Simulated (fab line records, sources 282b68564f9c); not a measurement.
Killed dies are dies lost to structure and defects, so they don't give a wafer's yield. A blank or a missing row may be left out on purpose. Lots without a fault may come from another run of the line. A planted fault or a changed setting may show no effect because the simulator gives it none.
Which tool did it? | flow rit_cmos | 7 lots, 21 wafers sampled, at 2 steps of a route of 202

WHAT THE GAUGES READ, wafer by wafer
RIT_PWELL_OVL_MEAS_06.
lot  | measured    | on         | PWELL_OVL (nm)
L715 | day 2 19:11 | overlay-01 | 0.8 1.8 0.2
L718 | day 3 09:59 | overlay-01 | -1.9 0.9 0.1
L720 | day 3 17:43 | overlay-01 | 0.6 -1.8 -0.4
L722 | day 4 03:50 | overlay-02 | 1.5 -0.4 1.9
L725 | day 4 17:43 | overlay-02 | 0.5 -2.5 -0.5
L729 | day 5 13:49 | overlay-01 | 362.6 361.1 361.5 361.4 360.2 360.9
L735 | day 6 22:24 | overlay-01 | -0.9 -0.1 0.7

WHICH TOOL RAN EACH LOT (tool, then ch and the chambers of the sampled wafers, then the start)
lot  | RIT_PWELL_EXPOSE_03
L715 | iline_stepper-01 ch 0, day 2 18:33
L718 | iline_stepper-02 ch 0, day 3 09:33
L720 | iline_stepper-02 ch 0, day 3 17:18
L722 | iline_stepper-01 ch 0, day 4 03:26
L725 | iline_stepper-02 ch 0, day 4 17:18
L729 | iline_stepper-02 ch 0, day 5 13:23
L735 | iline_stepper-01 ch 0, day 6 21:58
- RIT_PWELL_EXPOSE_03: exposes mask M3, target cd 43700 nm.

THE ANSWER, worked out from the rows above alone
Rule: what is usual is taken from the lots themselves. Put in order of their means at a reading, lots are off if they are a third of the lots or fewer, leave a main group of 4 or more, and stand apart from it by a gap of 3 or more times the standard deviation of the main group's means; of several such gaps the widest counts. A main group whose means are all the same, to the digits that the tables above print for the reading, isn't used. A lot without any number at a reading at which 4 lots or more have one is off too. The other lots that the step has rows for count as sound.
Off: L729, at RIT_PWELL_OVL_MEAS_06 (PWELL_OVL). The main group: mean 0.0 nm, standard deviation 0.7.
A tool fits if, at a process step before that reading, it ran every lot that is off, and no sound lot after the first of them. The gauges at RIT_PWELL_OVL_MEAS_06 are tried like those tools. One fits: iline_stepper-02 at RIT_PWELL_EXPOSE_03. Its last sound lot is L725 (day 4 17:18), its first lot that is off L729 (day 5 13:23): a fault that began between those two fits.

WHAT THE SIMULATOR HAD PUT IN
Scanner matching overlay: iline_stepper-02, from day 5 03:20 on, at RIT_PWELL_EXPOSE_03. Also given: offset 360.
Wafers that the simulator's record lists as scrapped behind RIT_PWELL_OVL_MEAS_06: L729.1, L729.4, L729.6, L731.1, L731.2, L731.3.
Lots struck among those shown: L729. The rule above found the same.
